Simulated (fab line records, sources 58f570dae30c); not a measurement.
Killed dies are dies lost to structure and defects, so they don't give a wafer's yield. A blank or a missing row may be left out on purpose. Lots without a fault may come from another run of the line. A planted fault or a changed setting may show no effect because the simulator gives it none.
fab line records | flow berkeley_cmos170
record lots=5 wafers=23
route steps=331 shown PLDD@146 SPACER@171 NSD@195 BACKSIDE@200 SDANNEAL@204 SILICIDE@211 CONTACT@220
start_h: hours from the record's first day to the start of the lot's first wafer shown | wait_h: hours since the lot's step before | " the same as in the row above | L1.1+2: a row that stands for several wafers | - no value, or no start given | * or withheld: withheld | < > ~ a bound
route shown NAME@n: a module of which the file shows steps, and the number in the route of the first | usual: mean/standard deviation of fault-free wafers | same: alike in all rows | chamber/n: place in a boat | sites: the reading at each site | _std_site: their standard deviation | _edge_site: outer sites' mean less inner sites' | radius_mm: how far each site lies from the wafer's centre | mask NAME#n: copy n | behind: the tool/chamber that last shaped the wafer | hold: why the lot was held/for how many hours/how that ended | device: the transistor (n, p or np) that didn't switch | end of line: the same wafers' tests at the end of the route | a step without rows: its recipe alone | killed: dies lost to structure and defects at the first sort, not the wafer's yield | map: a wafer's dies, x killed, . not, _ none there
set.NAME: the setting as run; set.NAME@STEP: as run at that earlier step | model.NAME: the simulator's own value behind a step, which no gauge read
lots whose settings were changed on purpose; a table a step, a row a wafer
## steps
# step UCB170_PLDD_COAT_01
# recipe resist=KrF spin_rpm=1500 resist_thk_nm=900
# columns lot.wafer tool chamber start_h wait_h set.resist_thk_nm model.KrF_of_PLDD_COAT_01.thk_nm
L074.1 litho_track-02 0 109.81 0.1 900 897.7
L074.2 " 0 " " 900 899.6
L074.3 " 0 " " 900 898
L074.4 " 0 " " 900 895.3
L074.6 " 0 " " 900 898.3
L075.1 litho_track-04 0 121.73 0.1 933.2 937.2
L075.3 " 0 " " 933.2 938
L075.4 " 0 " " 900 902
L075.5 " 0 " " 900 905.2
L075.6 " 0 " " 900 903.2
L077.1 litho_track-02 0 129.59 0.1 900 900.5
L077.2 " 0 " " 900 898.2
L077.3 " 0 " " 953.3 951.5
L077.4 " 0 " " 953.3 952.4
L077.6 " 0 " " 900 897.9
L079.2+3 litho_track-04 0 139.22 0.1 939.8 937.4
L079.4 " 0 " " 939.8 938.8
L079.5 " 0 " " 900 899.1
L079.6 " 0 " " 900 898.5
L081.3 litho_track-02 0 157.52 0.1 900 895.8
L081.4 " 0 " " 900 894.7
L081.6 " 0 " " 900 896.7
# step UCB170_PLDD_SOFTBAKE_02
# recipe resist=KrF temp_c=130 time_s=60
# step UCB170_PLDD_EXPOSE_03
# recipe mask_id=PSELECT na=0.5 sigma_outer=0.6 source_shape=conventional target_cd_nm=1200 dose_mj=30
# step UCB170_PLDD_IMPLANT_08
# recipe species=BF2 dose_cm2=5e+13 energy_kev=10 tilt_deg=7 rotation_deg=0
# step UCB170_PLDD_IMPLANT_09
# recipe species=BF2 dose_cm2=5e+13 energy_kev=10 tilt_deg=7 rotation_deg=180
# step UCB170_PLDD_STRIP_10
# recipe chemistry=O2 power_w=400 pressure_mtorr=3500 platen_temp_c=withheld o2_flow_sccm=400 overash_fraction=0.5
# usual strip_time_to_endpoint_s=21.60/0.059
# columns lot.wafer tool chamber start_h wait_h set.resist_thk_nm@PLDD_COAT_01 strip_time_to_endpoint_s
L074.1 plasma_asher-04 0 111.29 0.1 900 21.58
L074.2 " 1 " " 900 21.62
L074.3 " 0 " " 900 21.57
L074.4 " 1 " " 900 21.51
L074.6 " 0 " " 900 21.59
L075.1 plasma_asher-04 0 122.88 0.1 933.2 22.51
L075.3 " 0 " " 933.2 22.54
L075.4 " 1 " " 900 21.67
L075.5 " 1 " " 900 21.76
L075.6 " 0 " " 900 21.71
L077.1 plasma_asher-04 1 130.90 0.1 900 21.63
L077.2 " 0 " " 900 21.57
L077.3 " 1 " " 953.3 22.85
L077.4 " 0 " " 953.3 22.88
L077.6 " 1 " " 900 21.56
L079.2 plasma_asher-01 0 140.35 0.1 939.8 22.52
L079.3 " 0 " " 939.8 22.51
L079.4 " 1 " " 939.8 22.54
L079.5 " 0 " " 900 21.61
L079.6 " 1 " " 900 21.60
L081.3 plasma_asher-02 0 158.77 0.1 900 21.51
L081.4 " 1 " " 900 21.49
L081.6 " 1 " " 900 21.54
# step UCB170_SPACER_CVD_00
# recipe material=SiO2 target_thk_nm=376 temp_c=390 precursor=TEOS/O2 time_s=47 rf_w=550 pressure_mtorr=9000
# columns lot.wafer tool chamber start_h wait_h set.time_s model.SiO2_of_SPACER_CVD_00.thk_nm
L074.1 pecvd-02 2 114.10 0.0 41.97 335.2
L074.2 " 1 " " 41.97 326.7
L074.3 " 0 " " 47 373.7
L074.4 " 0 " " 41.97 341.6
L074.6 " 1 " " 47 371.5
L075.1 pecvd-02 1 125.44 0.0 47 374.3
L075.3 " 2 " " 42.67 346.7
L075.4 " 1 " " 47 382.8
L075.5 " 0 " " 47 388.5
L075.6 " 2 " " 42.67 356.4
L077.1 pecvd-01 1 132.99 0.0 47 367.5
L077.2 " 0 " " 47 374.4
L077.3 " 2 " " 47 363.7
L077.4 " 1 " " 47 374.8
L077.6 " 2 " " 47 372.3
L079.2 pecvd-02 1 146.04 0.0 49.85 391.6
L079.3 " 0 " " 47 374.8
L079.4 " 1 " " 49.85 396.1
L079.5 " 0 " " 47 383
L079.6 " 2 " " 49.85 402.3
L081.3 pecvd-01 2 160.90 0.0 47 373.8
L081.4 " 1 " " 47 381.2
L081.6 " 0 " " 47 384.3
# step UCB170_SPACER_THK_MEAS_01
# recipe reads=SiO2_of_SPACER_CVD_00
# usual SPACER_TEOS_THK=377/5.5
# columns lot.wafer tool chamber start_h wait_h set.time_s@SPACER_CVD_00 SPACER_TEOS_THK[nm]
L074.1 film_metro-01 - 114.15 0.0 41.97 335
L074.2 " - " " 41.97 327
L074.3 " - " " 47 373
L074.4 " - " " 41.97 342
L074.6 " - " " 47 371
L075.1 film_metro-03 - 125.48 0.0 47 374
L075.3 " - " " 42.67 347
L075.4 " - " " 47 382
L075.5 " - " " 47 388
L075.6 " - " " 42.67 356
L077.1 film_metro-03 - 133.03 0.0 47 368
L077.2 " - " " 47 374
L077.3 " - " " 47 364
L077.4 " - " " 47 375
L077.6 " - " " 47 372
L079.2 film_metro-01 - 146.09 0.0 49.85 391
L079.3 " - " " 47 375
L079.4 " - " " 49.85 396
L079.5 " - " " 47 383
L079.6 " - " " 49.85 402
L081.3 film_metro-03 - 160.96 0.0 47 374
L081.4 " - " " 47 381
L081.6 " - " " 47 384
# step UCB170_SPACER_ANNEAL_02
# recipe temp_c=900 time_s=1800 ambient=N2
# step UCB170_SPACER_ETCHBACK_03
# recipe stop_on=Si target=SiO2 chemistry=CHF3/CF4/Ar CHF3_flow_sccm=50 cf4_flow_sccm=10 Ar_flow_sccm=120 pressure_mtorr=200 rf_w=512.2 target_depth_a=3760 time_s=100
# usual oes_product_au=0.909/0.015
# columns lot.wafer tool chamber start_h wait_h set.time_s@SPACER_CVD_00 oes_product_au model.etch.depth_nm
L074.1 rie_diel-01 1 117.49 0.0 41.97 0.816 335.2
L074.2 " 0 " " 41.97 0.819 326.7
L074.3 " 2 " " 47 0.910 373.7
L074.4 " 3 " " 41.97 0.845 341.6
L074.6 " 0 " " 47 0.898 371.5
L075.1 rie_diel-04 1 131.77 0.0 47 0.900 374.3
L075.3 " 3 " " 42.67 0.842 346.7
L075.4 " 2 " " 47 0.895 382.8
L075.5 " 1 " " 47 0.930 388.5
L075.6 " 0 " " 42.67 0.868 356.4
L077.1 rie_diel-02 1 139.24 0.0 47 0.897 367.5
L077.2 " 3 " " 47 0.908 374.4
L077.3 " 0 " " 47 0.871 363.7
L077.4 " 3 " " 47 0.915 374.8
L077.6 " 0 " " 47 0.898 372.3
L079.2 rie_diel-04 0 148.05 0.0 49.85 0.937 391.6
L079.3 " 2 " " 47 0.879 374.8
L079.4 " 3 " " 49.85 0.925 396.1
L079.5 " 3 " " 47 0.905 383
L079.6 " 0 " " 49.85 0.955 402.3
L081.3 rie_diel-04 3 164.32 0.0 47 0.893 373.8
L081.4 " 1 " " 47 0.919 381.2
L081.6 " 3 " " 47 0.913 384.3
# step UCB170_NSD_IMPLANT_08
# recipe species=P dose_cm2=3e+15 energy_kev=40 tilt_deg=7
# columns lot.wafer tool chamber start_h wait_h set.energy_kev model.implant.rp_nm model.implant.drp_nm
L074.1+3 implanter-04 0 120.77 0.0 42.31 51.51 22.19
L074.2+4+6 " 0 " " 40 48.74 21.16
L075.1+6 implanter-04 0 134.57 0.0 41.9 50.62 22
L075.3+4+5 " 0 " " 40 48.35 21.16
L077.1+3+4 implanter-04 0 142.36 0.0 39.17 45.64 20.78
L077.2+6 " 0 " " 40 46.59 21.16
L079.2+4 implanter-01 0 152.73 0.0 38.22 46.29 20.35
L079.3+5+6 " 0 " " 40 48.41 21.16
L081.3+4+6 implanter-04 0 168.65 0.1 40 47.89 21.16
# step UCB170_NSD_STRIP_09
# recipe chemistry=O2 power_w=400 pressure_mtorr=3500 platen_temp_c=withheld o2_flow_sccm=400 overash_fraction=0.5
# usual strip_time_to_endpoint_s=35.80/0.055
# columns lot.wafer tool chamber start_h wait_h set.energy_kev@NSD_IMPLANT_08 strip_time_to_endpoint_s
L074.1 plasma_asher-02 0 120.92 0.1 42.31 36.64
L074.2 " 1 " " 40 35.83
L074.3 " 1 " " 42.31 36.76
L074.4 " 0 " " 40 35.93
L074.6 " 1 " " 40 35.88
L075.1 plasma_asher-02 0 134.72 0.1 41.9 36.37
L075.3 " 1 " " 40 35.71
L075.4 " 0 " " 40 35.79
L075.5 " 0 " " 40 35.80
L075.6 " 1 " " 41.9 36.43
L077.1 plasma_asher-03 0 142.51 0.1 39.17 35.47
L077.2 " 1 " " 40 35.79
L077.3 " 0 " " 39.17 35.46
L077.4 " 1 " " 39.17 35.46
L077.6 " 0 " " 40 35.87
L079.2 plasma_asher-03 0 152.85 0.1 38.22 35.25
L079.3 " 1 " " 40 35.82
L079.4 " 0 " " 38.22 35.27
L079.5 " 1 " " 40 35.91
L079.6 " 0 " " 40 35.84
L081.3 plasma_asher-03 0 168.79 0.1 40 35.87
L081.4 " 1 " " 40 35.86
L081.6 " 0 " " 40 35.76
# step UCB170_NSD_TW_MEAS_10
# usual NSD_TW=4234/23
# columns lot.wafer tool chamber start_h wait_h set.energy_kev@NSD_IMPLANT_08 NSD_TW
L074.1 film_metro-01 - 121.02 0.1 42.31 4301
L074.2 " - " " 40 4212
L074.3 " - " " 42.31 4278
L074.4 " - " " 40 4224
L074.6 " - " " 40 4221
L075.1 film_metro-04 - 134.82 0.1 41.9 4286
L075.3 " - " " 40 4231
L075.4 " - " " 40 4248
L075.5 " - " " 40 4228
L075.6 " - " " 41.9 4289
L077.1 film_metro-02 - 142.61 0.1 39.17 4228
L077.2 " - " " 40 4220
L077.3 " - " " 39.17 4212
L077.4 " - " " 39.17 4205
L077.6 " - " " 40 4239
L079.2 film_metro-01 - 152.96 0.1 38.22 4225
L079.3 " - " " 40 4223
L079.4 " - " " 38.22 4182
L079.5 " - " " 40 4245
L079.6 " - " " 40 4234
L081.3 film_metro-01 - 168.87 0.1 40 4252
L081.4 " - " " 40 4266
L081.6 " - " " 40 4254
# step UCB170_BACKSIDE_COAT_01
# recipe resist=KrF spin_rpm=1500 resist_thk_nm=900
# columns lot.wafer tool chamber start_h wait_h set.spin_rpm model.KrF_of_BACKSIDE_COAT_01.thk_nm
L074.1 litho_track-02 0 121.57 0.1 1500 900.3
L074.2 " 0 " " 1500 900.8
L074.3 " 0 " " 1444 916.1
L074.4 " 0 " " 1444 916.4
L074.6 " 0 " " 1444 917.3
L075.1 litho_track-02 0 135.36 0.1 1393 931.8
L075.3 " 0 " " 1500 898.5
L075.4 " 0 " " 1393 931.5
L075.5 " 0 " " 1500 899.2
L075.6 " 0 " " 1500 897.5
L077.1 litho_track-04 0 143.25 0.1 1438 920.4
L077.2 " 0 " " 1438 921.8
L077.3 " 0 " " 1438 919.4
L077.4 " 0 " " 1500 902.2
L077.6 " 0 " " 1500 900.2
L079.2 litho_track-01 0 153.40 0.1 1548 882.8
L079.3 " 0 " " 1500 900
L079.4 " 0 " " 1548 880.6
L079.5 " 0 " " 1548 884.8
L079.6 " 0 " " 1500 895.8
L081.3 litho_track-02 0 169.40 0.1 1500 898.4
L081.4 " 0 " " 1500 900.9
L081.6 " 0 " " 1500 900
# step UCB170_BACKSIDE_SOFTBAKE_02
# recipe resist=KrF temp_c=129.1 time_s=60
# step UCB170_BACKSIDE_STRIP_03
# recipe chemistry=O2 power_w=400 pressure_mtorr=3500 platen_temp_c=withheld o2_flow_sccm=400 overash_fraction=0.5
# usual strip_time_to_endpoint_s=21.98/0.055
# columns lot.wafer tool chamber start_h wait_h set.spin_rpm@BACKSIDE_COAT_01 strip_time_to_endpoint_s
L074.1 plasma_asher-01 0 121.87 0.1 1500 21.99
L074.2 " 1 " " 1500 22.02
L074.3 " 0 " " 1444 22.38
L074.4 " 1 " " 1444 22.40
L074.6 " 0 " " 1444 22.40
L075.1 plasma_asher-04 1 135.66 0.1 1393 22.76
L075.3 " 1 " " 1500 21.97
L075.4 " 0 " " 1393 22.75
L075.5 " 1 " " 1500 21.97
L075.6 " 0 " " 1500 21.95
L077.1 plasma_asher-01 1 143.55 0.1 1438 22.49
L077.2 " 0 " " 1438 22.52
L077.3 " 1 " " 1438 22.46
L077.4 " 0 " " 1500 22.06
L077.6 " 1 " " 1500 21.99
L079.2 plasma_asher-04 0 153.68 0.1 1548 21.58
L079.3 " 0 " " 1500 21.98
L079.4 " 1 " " 1548 21.53
L079.5 " 1 " " 1548 21.63
L079.6 " 0 " " 1500 21.88
L081.3 plasma_asher-04 0 169.68 0.1 1500 21.95
L081.4 " 1 " " 1500 22.01
L081.6 " 1 " " 1500 22.00
# step UCB170_BACKSIDE_CLEAN_04
# recipe chemistry=SPM temp_c=120 time_s=600
# step UCB170_SDANNEAL_RTA_00
# recipe temp_c=900 time_s=10 ambient=N2
# step UCB170_SDANNEAL_RTA_01
# recipe temp_c=1050 time_s=5 ambient=N2
# step UCB170_SDANNEAL_RS_MEAS_03
# recipe thk_meas_gauge=four-point-probe
# usual NSD_RS=37.26/0.11
# columns lot.wafer tool chamber start_h wait_h set.energy_kev@NSD_IMPLANT_08 NSD_RS[ohm/sq]
L074.1 film_metro-01 - 122.54 0.1 42.31 36.52
L074.2 " - " " 40 37.32
L074.3 " - " " 42.31 36.64
L074.4 " - " " 40 37.27
L074.6 " - " " 40 37.25
L075.1 film_metro-04 - 136.18 0.1 41.9 36.82
L075.3 " - " " 40 37.19
L075.4 " - " " 40 37.21
L075.5 " - " " 40 37.28
L075.6 " - " " 41.9 36.77
L077.1 film_metro-04 - 146.11 0.1 39.17 37.57
L077.2 " - " " 40 37.24
L077.3 " - " " 39.17 37.62
L077.4 " - " " 39.17 37.42
L077.6 " - " " 40 37.16
L079.2 film_metro-02 - 154.22 0.1 38.22 37.72
L079.3 " - " " 40 37.19
L079.4 " - " " 38.22 37.63
L079.5 " - " " 40 37.19
L079.6 " - " " 40 37.25
L081.3 film_metro-04 - 170.26 0.1 40 37.26
L081.4 " - " " 40 37.41
L081.6 " - " " 40 37.36
# step UCB170_SILICIDE_SPUTTER_01
# recipe material=Ti target_thk_nm=30 time_s=25 power_w=1500 chamber_pressure_pa=0.5
# columns lot.wafer tool chamber start_h wait_h set.power_w model.Ti_of_SILICIDE_SPUTTER_01.thk_nm
L074.1 pvd_sputter-03 - 122.96 0.0 1500 29.84
L074.2 " - " " 1341 26.35
L074.3 " - " " 1341 26.73
L074.4 " - " " 1500 29.56
L074.6 " - " " 1500 29.67
L075.1 pvd_sputter-04 - 136.61 0.0 1500 30.31
L075.3 " - " " 1500 29.91
L075.4 " - " " 1500 29.89
L075.5 " - " " 1500 30.46
L075.6 " - " " 1500 29.84
L077.1 pvd_sputter-03 - 146.54 0.0 1500 29.7
L077.2 " - " " 1500 29.36
L077.3 " - " " 1500 29.55
L077.4 " - " " 1500 29.77
L077.6 " - " " 1500 29.79
L079.2 pvd_sputter-02 - 154.62 0.0 1337 26.73
L079.3 " - " " 1500 30.34
L079.4 " - " " 1500 30.21
L079.5 " - " " 1500 29.91
L079.6 " - " " 1337 26.68
L081.3 pvd_sputter-04 - 170.65 0.0 1500 30.03
L081.4 " - " " 1500 29.58
L081.6 " - " " 1500 29.49
# step UCB170_SILICIDE_RS_MEAS_02
# recipe thk_meas_gauge=four-point-probe reads=Ti_of_SILICIDE_SPUTTER_01
# usual SILICIDE_TI_RS=26.3/0.31
# columns lot.wafer tool chamber start_h wait_h set.power_w@SILICIDE_SPUTTER_01 SILICIDE_TI_RS[ohm/sq]
L074.1 film_metro-03 - 122.99 0.0 1500 26.2
L074.2 " - " " 1341 30.4
L074.3 " - " " 1341 29.9
L074.4 " - " " 1500 26.6
L074.6 " - " " 1500 26.5
L075.1 film_metro-04 - 136.64 0.0 1500 25.8
L075.3 " - " " 1500 26.2
L075.4 " - " " 1500 26.3
L075.5 " - " " 1500 25.6
L075.6 " - " " 1500 26.2
L077.1 film_metro-02 - 146.57 0.0 1500 26.3
L077.2 " - " " 1500 26.6
L077.3 " - " " 1500 26.5
L077.4 " - " " 1500 26.3
L077.6 " - " " 1500 26.2
L079.2 film_metro-03 - 154.68 0.0 1337 29.9
L079.3 " - " " 1500 25.8
L079.4 " - " " 1500 25.9
L079.5 " - " " 1500 26.2
L079.6 " - " " 1337 30.0
L081.3 film_metro-02 - 170.72 0.1 1500 25.9
L081.4 " - " " 1500 26.5
L081.6 " - " " 1500 26.5
# step UCB170_SILICIDE_THK_MEAS_03
# recipe thk_meas_gauge=xrf reads=Ti_of_SILICIDE_SPUTTER_01
# usual SILICIDE_TI_THK=30.1/0.31
# columns lot.wafer tool chamber start_h wait_h set.power_w@SILICIDE_SPUTTER_01 SILICIDE_TI_THK[nm]
L074.1 film_metro-03 - 123.11 0.1 1500 30.3
L074.2 " - " " 1341 26.7
L074.3 " - " " 1341 27.2
L074.4 " - " " 1500 29.9
L074.6 " - " " 1500 30.1
L075.1 film_metro-04 - 136.76 0.1 1500 30.9
L075.3 " - " " 1500 30.4
L075.4 " - " " 1500 30.2
L075.5 " - " " 1500 31.0
L075.6 " - " " 1500 30.3
L077.1 film_metro-02 - 146.69 0.1 1500 29.9
L077.2 " - " " 1500 29.5
L077.3 " - " " 1500 29.8
L077.4 " - " " 1500 29.8
L077.6 " - " " 1500 29.9
L079.2 film_metro-03 - 154.79 0.1 1337 27.0
L079.3 " - " " 1500 30.7
L079.4 " - " " 1500 30.4
L079.5 " - " " 1500 30.2
L079.6 " - " " 1337 26.9
L081.3 film_metro-02 - 170.82 0.1 1500 30.4
L081.4 " - " " 1500 29.6
L081.6 " - " " 1500 29.7
# step UCB170_CONTACT_COAT_04
# recipe resist=KrF spin_rpm=1500 resist_thk_nm=900
# columns lot.wafer tool chamber start_h wait_h set.spin_rpm model.KrF_of_CONTACT_COAT_04.thk_nm
L074.1 litho_track-01 0 125.44 0.1 1500 898.5
L074.2 " 0 " " 1436 917.1
L074.3 " 0 " " 1500 899
L074.4 " 0 " " 1500 899.1
L074.6 " 0 " " 1436 917.7
L075.1 litho_track-03 0 139.52 0.1 1388 930.6
L075.3 " 0 " " 1388 931.9
L075.4 " 0 " " 1500 897.3
L075.5 " 0 " " 1500 898.7
L075.6 " 0 " " 1388 935.2
L077.1 litho_track-03 0 150.31 0.1 1500 895.9
L077.2 " 0 " " 1420 922.7
L077.3 " 0 " " 1500 895.6
L077.4 " 0 " " 1420 920.7
L077.6 " 0 " " 1420 921.1
L079.2 litho_track-02 0 159.33 0.1 1500 902.1
L079.3 " 0 " " 1500 902.5
L079.4 " 0 " " 1597 870.5
L079.5 " 0 " " 1597 875.9
L079.6 " 0 " " 1500 901
L081.3 litho_track-02 0 175.72 0.1 1500 900.7
L081.4 " 0 " " 1500 902.1
L081.6 " 0 " " 1500 901.1
# step UCB170_CONTACT_SOFTBAKE_05
# recipe resist=KrF temp_c=130.7 time_s=60
# step UCB170_CONTACT_STRIP_06
# recipe chemistry=O2 power_w=400 pressure_mtorr=3500 platen_temp_c=withheld o2_flow_sccm=400 overash_fraction=0.5
# usual strip_time_to_endpoint_s=21.94/0.063
# columns lot.wafer tool chamber start_h wait_h set.spin_rpm@CONTACT_COAT_04 strip_time_to_endpoint_s
L074.1 plasma_asher-04 0 125.74 0.1 1500 21.90
L074.2 " 1 " " 1436 22.34
L074.3 " 0 " " 1500 21.93
L074.4 " 1 " " 1500 21.92
L074.6 " 0 " " 1436 22.40
L075.1 plasma_asher-04 0 139.82 0.1 1388 22.67
L075.3 " 1 " " 1388 22.70
L075.4 " 0 " " 1500 21.88
L075.5 " 1 " " 1500 21.91
L075.6 " 0 " " 1388 22.80
L077.1 plasma_asher-04 0 150.61 0.1 1500 21.86
L077.2 " 1 " " 1420 22.50
L077.3 " 1 " " 1500 21.83
L077.4 " 0 " " 1420 22.43
L077.6 " 1 " " 1420 22.46
L079.2 plasma_asher-04 0 159.61 0.1 1500 22.00
L079.3 " 0 " " 1500 22.01
L079.4 " 1 " " 1597 21.24
L079.5 " 0 " " 1597 21.38
L079.6 " 1 " " 1500 21.97
L081.3 plasma_asher-02 1 176.01 0.1 1500 21.97
L081.4 " 0 " " 1500 21.99
L081.6 " 1 " " 1500 21.98
## key
split step=UCB170_PLDD_COAT_01 setting=resist_thk_nm stated=900 by=wafer
response step=UCB170_PLDD_COAT_01 reading=model.KrF_of_PLDD_COAT_01.thk_nm change=+8.99 per=1% r=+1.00
response step=UCB170_PLDD_STRIP_10 reading=strip_time_to_endpoint_s change=* per=1% r=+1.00
split step=UCB170_SPACER_CVD_00 setting=time_s stated=47 by=wafer
response step=UCB170_SPACER_CVD_00 reading=model.SiO2_of_SPACER_CVD_00.thk_nm change=+3.36 per=1% r=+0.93
response step=UCB170_SPACER_THK_MEAS_01 reading=SPACER_TEOS_THK change=+3.35 per=1% r=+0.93
response step=UCB170_SPACER_ETCHBACK_03 reading=oes_product_au change=+0.00677 per=1% r=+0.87
response step=UCB170_SPACER_ETCHBACK_03 reading=model.etch.depth_nm change=+3.36 per=1% r=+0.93
split step=UCB170_NSD_IMPLANT_08 setting=energy_kev stated=40 by=wafer
response step=UCB170_NSD_IMPLANT_08 reading=model.implant.rp_nm change=+0.477 per=1% r=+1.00
response step=UCB170_NSD_IMPLANT_08 reading=model.implant.drp_nm change=+0.179 per=1% r=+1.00
response step=UCB170_NSD_STRIP_09 reading=strip_time_to_endpoint_s change=* per=1% r=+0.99
response step=UCB170_NSD_TW_MEAS_10 reading=NSD_TW change=+10.2 per=1% r=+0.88
response step=UCB170_SDANNEAL_RS_MEAS_03 reading=NSD_RS change=-0.11 per=1% r=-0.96
split step=UCB170_BACKSIDE_COAT_01 setting=spin_rpm stated=1500 by=wafer
response step=UCB170_BACKSIDE_COAT_01 reading=model.KrF_of_BACKSIDE_COAT_01.thk_nm change=-4.61 per=1% r=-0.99
response step=UCB170_BACKSIDE_STRIP_03 reading=strip_time_to_endpoint_s change=* per=1% r=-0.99
split step=UCB170_SILICIDE_SPUTTER_01 setting=power_w stated=1500 by=wafer
response step=UCB170_SILICIDE_SPUTTER_01 reading=model.Ti_of_SILICIDE_SPUTTER_01.thk_nm change=+0.307 per=1% r=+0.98
response step=UCB170_SILICIDE_RS_MEAS_02 reading=SILICIDE_TI_RS change=-0.36 per=1% r=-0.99
response step=UCB170_SILICIDE_THK_MEAS_03 reading=SILICIDE_TI_THK change=+0.306 per=1% r=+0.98
split step=UCB170_CONTACT_COAT_04 setting=spin_rpm stated=1500 by=wafer
response step=UCB170_CONTACT_COAT_04 reading=model.KrF_of_CONTACT_COAT_04.thk_nm change=-4.57 per=1% r=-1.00
response step=UCB170_CONTACT_STRIP_06 reading=strip_time_to_endpoint_s change=* per=1% r=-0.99
